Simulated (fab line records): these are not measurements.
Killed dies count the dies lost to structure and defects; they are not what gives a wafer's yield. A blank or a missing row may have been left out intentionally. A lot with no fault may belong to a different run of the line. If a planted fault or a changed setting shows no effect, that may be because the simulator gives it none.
2 desks, one fault ; flow rit_cmos ; numbers are kept per desk, each desk with only its own; the story behind them comes last

== AT THE METROLOGY DESK ==
Lot by lot, what the gauges showed, no matter which tool ran the lot: averages of those sampled wafers that carry a number. Marked OUT: a lot whose mean sits more than 4 standard deviations from the usual mean, which makes it out of limits; the brackets give that distance.
Columns: A = CONTACT_OVL at RIT_CONTACT_OVL_MEAS_09, usual -0.3 nm; B = cd_nm at RIT_CONTACT_CD_MEAS_90, usual 999.3 nm; C = M1_AL_RS at RIT_M1_RS_MEAS_01, usual 0.0729 ohm/sq; D = M1_AL_THK at RIT_M1_THK_MEAS_02, usual 401 nm; E = cd_nm at RIT_M1_CD_MEAS_09, usual 2600.4 nm
lot;first seen here;A;B;C;D;E
L169;day 3 08:11;-0.8;997.9;0.0729;403;2603.0
L177;day 5 00:17;-1.0;1003.5;0.0736;395;2598.1
L179;day 5 10:49;1.6;999.0;0.0726;405;2601.9
L181;day 5 20:37;-0.8;999.2;0.0722;408;2600.8
L186;day 6 18:52;0.7;998.7;0.0719;411;2599.9
L187;day 7 03:25;0.2;1000.2;0.0727;406;2597.2
L188;day 7 05:23;3.0;1001.3;0.0737;395;2603.7
This desk's verdict: no lot among the 7 shows anything out of limits.

== FOR THE TOOL OWNER'S DESK: litho_track-02 ==
At RIT_M1_SOFTBAKE_05 (time 60 s), the tool's own readings, given per lot that ran on this tool as the mean of the sampled wafers with a number. Marked OUT: a lot whose mean sits more than 4 standard deviations from the usual mean, which makes it out of limits; the brackets give that distance.
Columns: A = heater_power_total_W at RIT_M1_SOFTBAKE_05, usual 34.56 W; B = plate_temp_C at RIT_M1_SOFTBAKE_05, usual 90.00 C; C = resist_line_temp_C at RIT_M1_SOFTBAKE_05, usual 22.98 C
lot;first seen here;A;B;C
L177;day 5 02:05;34.59;89.94;22.97
L179;day 5 12:44;34.62;90.04;22.87
L186;day 6 20:44;35.75 (+23) OUT;92.14 (+16) OUT;22.97
L187;day 7 05:13;35.71 (+23) OUT;92.30 (+18) OUT;23.00
L188;day 7 07:13;35.71 (+23) OUT;92.11 (+16) OUT;22.97
This desk's verdict: out of limits on L186, L187, L188, starting with L186 at day 6 20:44 (heater_power_total_W at RIT_M1_SOFTBAKE_05). L177, L179 stayed within limits.

== ALL TOGETHER ==
The tool owner's desk had the chance to raise an alarm at day 6 20:44 on L186, L187, L188.
Nothing out of limits was seen by the metrology desk.
The metrology desk holds a record of L186, L187, L188, inside its limits.
The lots listed all ran RIT_M1_SOFTBAKE_05 on litho_track-02.

== WHAT THE SIMULATOR HAD PUT IN ==
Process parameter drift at RIT_M1_SOFTBAKE_05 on litho_track-02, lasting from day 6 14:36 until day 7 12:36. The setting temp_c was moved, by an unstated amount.
Shown lots that were struck: L186, L187, L188.
Delay in hours, fault start to first out-of-limits reading, by desk: the tool owner's desk at 6.
